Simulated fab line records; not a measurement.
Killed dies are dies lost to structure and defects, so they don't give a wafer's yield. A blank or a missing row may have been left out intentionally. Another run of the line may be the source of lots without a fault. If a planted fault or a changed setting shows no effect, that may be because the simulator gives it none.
Which of the tools did it? -- flow ritCmos -- at 1 step of a route of 202, 7 lots with 21 wafers sampled

## WHAT THE GAUGES READ, wafer by wafer
RIT_GATE_THK_MEAS_09.
lot,measured,on,GATE_POLY_THK (nm)
L249,day 2 17:34,filmMetro-01,249.8 246.7 247.5
L254,day 3 17:40,filmMetro-03,249.6 250.2 248.0
L256,day 4 04:28,filmMetro-01,248.3 248.5 250.0
L259,day 4 17:58,filmMetro-01,249.3 252.9 250.6
L262,day 5 09:16,filmMetro-03,251.7 253.2 252.5
L265,day 6 02:02,filmMetro-03,250.5 250.1 249.0
L271,day 7 07:27,filmMetro-03,253.6 252.5 251.7

## WHAT TOOL EACH LOT RAN ON (gives the tool, then ch and the chambers of the sampled wafers, and finally the start)
There is no process step in the record ahead of these readings.

## THE ANSWER, worked out from the rows above alone
Rule: usual is defined by the lots themselves. Put in order of their means at a reading, lots are off if they are a third of the lots or fewer, leave a main group of 4 or more, and stand apart from it by a gap of 3 or more times the standard deviation of the main group's means; of several such gaps the widest counts. The tables above print the reading to a certain number of digits; a main group whose means all agree to those digits is not used. A lot without any number at a reading at which 4 lots or more have one is off too. Where the step has rows for the other lots, those lots are counted as sound.
None of the lots is off at any reading shown; this tells nothing.

## WHAT THE SIMULATOR HAD INSERTED
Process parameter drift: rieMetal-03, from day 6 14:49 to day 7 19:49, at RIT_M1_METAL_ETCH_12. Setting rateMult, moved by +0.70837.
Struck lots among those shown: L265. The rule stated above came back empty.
